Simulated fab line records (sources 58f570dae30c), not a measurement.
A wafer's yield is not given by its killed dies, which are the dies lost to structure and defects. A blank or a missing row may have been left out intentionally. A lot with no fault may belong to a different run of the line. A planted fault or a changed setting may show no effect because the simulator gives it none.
Which of the tools did it? ; flow berkeleyCmos170 ; Sampling: 7 lots, 21 wafers, 2 of 331 route steps

WHAT THE GAUGES READ, wafer by wafer
UCB170_ACTIVE_THK_MEAS_06.
lot;measured;on;ACTIVE_NITRIDE_THK (nm)
L474;day 4 17:55;filmMetro-01;220.9 221.7 221.0
L476;day 5 08:55;filmMetro-02;222.1 219.3 220.5
L478;day 6 08:06;filmMetro-01;216.6 217.9 216.5
L480;day 6 08:02;filmMetro-01;226.4 224.1 224.0
L485;day 7 08:42;filmMetro-03;218.7 217.7 216.4
L492;day 8 20:43;filmMetro-01;299.5 301.3 298.1 299.8 301.4 298.1
L495;day 9 13:35;filmMetro-02;218.9 217.6 219.3

TOOL THAT RAN EACH LOT (tool first, then ch and the chambers of the sampled wafers, then the start)
lot;UCB170_ACTIVE_CVD_05
L474;lpcvd-02 ch 1, day 4 16:00
L476;lpcvd-02 ch 1, day 5 07:00
L478;lpcvd-02 ch 1, day 6 06:07
L480;lpcvd-02 ch 0, day 6 06:07
L485;lpcvd-01 ch 0, day 7 06:46
L492;lpcvd-02 ch 0, day 8 18:48
L495;lpcvd-01 ch 1, day 9 11:40
- UCB170_ACTIVE_CVD_05: deposits Si3N4 from SiH2Cl2/NH3, target thk 220 nm, time 3300 s.

THE ANSWER, worked out from the rows above alone
Rule: usual is defined by the lots themselves. The widest of any qualifying gaps counts: lots, ordered by their means at a reading, are off when they make up no more than a third of the lots, leave a main group of 4 or more, and stand apart from it by 3 or more times the standard deviation of that group's means. Not used: any main group whose means are identical at the precision the tables above print for the reading. Also off: a lot with no number at a reading for which 4 or more lots have one. All remaining lots with rows at the step are treated as sound.
Off: L492, at UCB170_ACTIVE_THK_MEAS_06 (ACTIVE_NITRIDE_THK). For the main group the mean is 220.0 nm and the standard deviation 2.6.
If a tool, at a process step before that reading, ran all the lots that are off and no sound lot after the first of them, it fits. The gauges at UCB170_ACTIVE_THK_MEAS_06 are tried like those tools. Can't be told from this: 2 tools fit, lpcvd-02 at UCB170_ACTIVE_CVD_05, filmMetro-01 at UCB170_ACTIVE_THK_MEAS_06.

WHAT HAD BEEN PUT IN BY THE SIMULATOR
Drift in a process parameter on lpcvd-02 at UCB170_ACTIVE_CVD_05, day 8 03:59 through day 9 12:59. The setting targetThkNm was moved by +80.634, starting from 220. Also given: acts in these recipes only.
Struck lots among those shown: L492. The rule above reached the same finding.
